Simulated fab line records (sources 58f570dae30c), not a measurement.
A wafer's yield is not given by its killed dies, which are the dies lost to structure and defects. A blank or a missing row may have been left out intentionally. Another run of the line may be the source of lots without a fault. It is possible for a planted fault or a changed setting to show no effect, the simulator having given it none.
Matching of chambers -- flow berkeley-cmos170 -- 3 sister chambers for UCB170_SPACER_CVD_00 on pecvd-02
The step deposits SiO2 from TEOS/O2, target thk 376 nm, time 47 s. 6 wafers are shown with their chamber, then 7 later ones without.

## WAFERS, EACH WITH ITS CHAMBER
wafer,chamber,heater-power-w (W),run-length-s (s)
L638.1,0,167,74.6
L640.6,1,265,75.2
L653.4,2,315,73.9
L653.6,0,186,74.7
L654.1,1,271,75.2
L654.3,2,282,73.9

## WAFERS MISSING THEIR CHAMBER
wafer,heater-power-w (W),run-length-s (s)
L654.6,232,74.6
L652.1,330,73.9
L652.2,283,75.9
L652.3,193,74.4
L657.1,166,75.0
L657.3,319,73.6
L657.6,183,74.9

## WHICH CHAMBER EACH WENT THROUGH
wafer,from the rows above,in truth
L654.6,0,0
L652.1,2,2
L652.2,1,1
L652.3,0,0
L657.1,can't be placed: 1 or 0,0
L657.3,2,2
L657.6,0,0
Correctly placed: 6 of 7. Can't be placed from these rows: 1 (the true chamber is among the candidates in 1). Placed wrongly: 0.
How it was worked out, from the rows above alone: a wafer's distance from a chamber is the root of the sum, over the readings, of the square of ((its reading less the chamber's mean) divided by the reading's scatter). If the next closest chamber is less than 2 further off than the closest, the wafer can't be placed; otherwise it belongs to the closest. Each chamber's mean is taken over the wafers shown for it. How the scatter is found: for the shown wafers, subtract from each reading the mean of its chamber, square and add these, divide the total by (wafers less chambers), then take the root.
